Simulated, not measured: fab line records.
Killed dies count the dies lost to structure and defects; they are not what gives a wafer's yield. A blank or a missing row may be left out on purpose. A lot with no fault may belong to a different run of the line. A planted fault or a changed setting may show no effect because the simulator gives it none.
Struck lot and sound lot, side by side + flow rit cmos + 14 out of 202 route steps
Sound: wafers L421.1, L421.2, L421.4. Wafers L430.1, L430.2, L430.5 were the ones struck. At the end, the cause is stated.
Each step with rows lists, per side, the tool, then ch with its chambers, then its first start. Under that, the readings that differ: sound wafers + struck wafers + difference of the means + sigmas: that difference in standard deviations of wafers without a fault.
alike: same words and numbers on both sides, and readings whose means sit less than 2 such deviations apart. not compared: any withheld reading, any reading some wafer has no value for, any bound like >300 that may hide the same value, and any number with overlapping values for which the record gives no deviation.
Wherever a step has rows on one side only, a row that says differs or no value, or a row with sigmas, the two part there. Numbers that have no deviation but don't overlap get no sigmas and don't part them. A reading missing from all wafers of one side parts the sides only when that side holds two or more wafers.

first, 3 steps without rows for these wafers: RIT_NLDD_EXPOSE_03 (exposes mask M7, target cd 40700 nm); RIT_NLDD_PEB_04; RIT_NLDD_DEVELOP_05 (develop time 50 s).
RIT_NLDD_OVL_MEAS_06:
  sound on overlay-01 at day 2 21:50; struck on overlay-01 at day 4 19:29
  alike: NLDD_OVL
then, 2 steps without rows for these wafers: RIT_NLDD_HARDBAKE_07 (time 60 s); RIT_NLDD_IMPLANT_08.
RIT_NLDD_STRIP_09: strips in O2, time 180 s.
  sound on plasma asher-04 ch 0,1, day 2 22:11; struck on plasma asher-01 ch 0,1, day 4 19:49
  alike: drypump motor current A
  not compared: rf hours counter h
RIT_NLDD_TW_MEAS_10:
  sound on film metro-01 at day 2 22:21; struck on film metro-03 at day 4 20:00
  alike: NLDD_TW
then, 4 steps without rows for these wafers: RIT_PLDD_HMDS_00 (prime time 60 s); RIT_PLDD_COAT_01 (resist thk 1000 nm); RIT_PLDD_SOFTBAKE_02 (time 60 s); RIT_PLDD_EXPOSE_03 (exposes mask M8, target cd 40900 nm).
RIT_PLDD_PEB_04:
  struck on litho track-02, day 4 20:37; sound on litho track-01 ch 0, day 2 23:02
| reading         | sound          | struck | difference                    | sigmas |
|-----------------|----------------|--------|-------------------------------|--------|
| exhaust pa (Pa) | 44.3 43.6 43.4 | - - -  | no value on the struck wafers |        |
  not compared: chill plate temp C
then, 1 step without rows for these wafers: RIT_PLDD_DEVELOP_05 (develop time 50 s).

## WHERE THEY PART
Only at RIT_PLDD_PEB_04, as far as this record shows.

WHY: what the simulator had put in
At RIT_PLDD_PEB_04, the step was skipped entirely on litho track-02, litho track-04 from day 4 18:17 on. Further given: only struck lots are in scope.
